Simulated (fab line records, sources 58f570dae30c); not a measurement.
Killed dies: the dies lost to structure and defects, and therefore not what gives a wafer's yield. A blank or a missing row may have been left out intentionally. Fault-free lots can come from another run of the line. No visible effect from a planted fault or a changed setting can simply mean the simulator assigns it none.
A struck lot beside a sound one | flow berkeley-cmos170 | 15 out of 331 route steps
Sound: the wafers L581.1, L581.4, L581.5. The struck wafers were L594.2, L594.3, L594.5. At the end, the cause is stated.
Per side, at each step with rows, come the tool, then ch with its chambers, and then its first start. Under that, the readings that differ: sound wafers | struck wafers | difference of the means | sigmas: that difference in standard deviations of wafers without a fault.
alike: words and numbers the same on both sides, and readings whose means are apart by under 2 such deviations; not compared: readings that were withheld, readings missing a value for some wafer, numbers with overlapping values and no deviation given by the record, and bounds like >300 which may hide the same value.
A row with sigmas, a row that says differs or no value, or rows on one side alone: a step with any of these is where the two part. When numbers do not overlap yet have no deviation, they are printed without sigmas and do not part them. A reading that every wafer of one side lacks parts them only if that side has two wafers or more.

UCB170_WELLDRIVE_THK_MEAS_02:
  struck on film-metro-03, day 7 15:38; sound on film-metro-02, day 5 19:39
  alike: WELLDRIVE_OXIDE_THK
then, 5 steps without rows for these wafers: UCB170_WELLDRIVE_ANNEAL_03 (time 900 s); UCB170_WELLDRIVE_WET_ETCH_04 (etches SiO2 in BOE, time 120 s); UCB170_ACTIVE_CLEAN_00 (cleans in SPM, time 600 s); UCB170_ACTIVE_CLEAN_01 (cleans in dHF, time 60 s); UCB170_ACTIVE_OXIDATION_02 (target thk 26.4 nm, ox time 1260 s).
UCB170_ACTIVE_THK_MEAS_03:
  struck on film-metro-03, day 8 02:26; sound on film-metro-03, day 6 06:42
  reading               | sound          | struck         | difference | sigmas
  ACTIVE_OXIDE_THK (nm) | 25.7 25.6 25.6 | 26.6 26.7 27.1 | +1.2       | +2
then, 2 steps without rows for these wafers: UCB170_ACTIVE_ANNEAL_04 (time 900 s); UCB170_ACTIVE_CVD_05 (deposits Si3N4 from SiH2Cl2/NH3, target thk 220 nm, time 3300 s).
UCB170_ACTIVE_THK_MEAS_06:
  struck on film-metro-01, day 8 10:20; sound on film-metro-01, day 6 15:31
  alike: ACTIVE_NITRIDE_THK
then, 2 steps without rows for these wafers: UCB170_ACTIVE_HMDS_07 (prime time 60 s); UCB170_ACTIVE_COAT_08 (resist thk 900 nm).
UCB170_ACTIVE_SOFTBAKE_09: time 60 s.
  sound on litho-track-02 ch 0, day 6 16:16; struck on litho-track-02 ch 0, day 8 11:25
  reading                  | sound             | struck            | difference | sigmas
  heater-power-total-W (W) | 56.81 56.82 56.78 | 58.12 58.10 58.09 | +1.30      | +30
  run-length-s (s)         | 89.53 89.34 89.32 | 85.24 85.29 85.18 | -4.16      | -30
then, 1 step without rows for these wafers: UCB170_ACTIVE_EXPOSE_10 (exposes mask ACTIVE, target cd 1200 nm).
-- the record jumps here: 4 days lie between the struck wafers' starts before and after (it left off in module ACTIVE and takes up again in module M3, whose first step shown is number 331 of the route) --
UCB170_M3_PROBE_99:
  only the struck wafers here have rows in the record (prober-01, day 12 19:21); the sound ones have none

== WHERE THEY PART ==
First at UCB170_ACTIVE_THK_MEAS_03; last, within this record, at UCB170_M3_PROBE_99.

WHY: the cause the simulator had injected
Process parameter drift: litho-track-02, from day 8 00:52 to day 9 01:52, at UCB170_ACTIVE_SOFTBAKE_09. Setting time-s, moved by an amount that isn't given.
